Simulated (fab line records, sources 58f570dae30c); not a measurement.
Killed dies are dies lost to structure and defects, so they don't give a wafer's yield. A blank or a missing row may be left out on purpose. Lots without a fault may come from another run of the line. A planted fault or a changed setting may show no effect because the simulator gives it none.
A struck lot beside a sound one | flow berkeley_cmos170 | 14 steps out of a route of 331
Sound: wafers L690.2, L690.4, L690.5. Struck: wafers L697.1, L697.3, L697.5. The cause comes at the end.
At each step with rows: each side's tool, then ch and its chambers, then its first start. Under that, the readings that differ: sound wafers | struck wafers | difference of the means | sigmas: that difference in standard deviations of wafers without a fault.
alike: readings whose means differ by less than 2 such deviations, and words and numbers that are the same on both sides. not compared: withheld readings, readings that some wafer has no value for, bounds like >300 that may hide the same value, and numbers for which the record gives no deviation and whose values overlap.
The two part at a step that has a row with sigmas, a row that says differs or no value, or rows on one side only. Numbers that don't overlap but have no deviation are shown without sigmas and don't part them. A reading that every wafer of one side lacks parts them only if that side has two wafers or more.

first, 1 step without rows for these wafers: UCB170_PLDD_DEVELOP_05 (develop time 45 s).
UCB170_PLDD_CD_MEAS_06: target cd 1200 nm.
  sound on cd_sem-01, day 8 06:26; struck on cd_sem-02, day 9 21:25
  alike: cd_nm
UCB170_PLDD_OVL_MEAS_07:
  sound on overlay-02, day 8 06:33; struck on overlay-02, day 9 21:32
  alike: PLDD_OVL
then, 2 steps without rows for these wafers: UCB170_PLDD_IMPLANT_08; UCB170_PLDD_IMPLANT_09.
UCB170_PLDD_STRIP_10: strips in O2.
  sound on plasma_asher-04 ch 0, day 8 06:53; struck on plasma_asher-01 ch 0,1, day 9 21:52
  reading                     | sound       | struck      | difference | sigmas
  drypump_motor_current_A (A) | 5.3 5.3 5.3 | 5.8 6.3 6.3 | +0.8       | +2
  alike: oes_product_au, strip_time_to_endpoint_s
  not compared: rf_hours_counter_h
UCB170_PLDD_TW_MEAS_11:
  sound on film_metro-04, day 8 06:59; struck on film_metro-02, day 9 21:58
  alike: PLDD_TW
then, 5 steps without rows for these wafers: UCB170_PLDD_CLEAN_12 (cleans in SPM, time 600 s); UCB170_NLDD_HMDS_00 (prime time 60 s); UCB170_NLDD_COAT_01 (resist thk 900 nm); UCB170_NLDD_SOFTBAKE_02 (time 60 s); UCB170_NLDD_EXPOSE_03 (exposes mask NSELECT, target cd 1200 nm).
UCB170_NLDD_PEB_04:
  sound on litho_track-04 ch 0, day 8 07:56; struck on litho_track-01, day 10 01:00
  no value came back on the struck wafers for chill_plate_temp_C (C), exhaust_pa (Pa), plate_temp_C (C), resist_line_temp_C (C); on the sound wafers chill_plate_temp_C (C) reads 23.12 23.08 22.86
then, 1 step without rows for these wafers: UCB170_NLDD_DEVELOP_05 (develop time 45 s).

WHERE THEY PART
First at UCB170_PLDD_STRIP_10; last, within this record, at UCB170_NLDD_PEB_04.

WHY: what the simulator had put in
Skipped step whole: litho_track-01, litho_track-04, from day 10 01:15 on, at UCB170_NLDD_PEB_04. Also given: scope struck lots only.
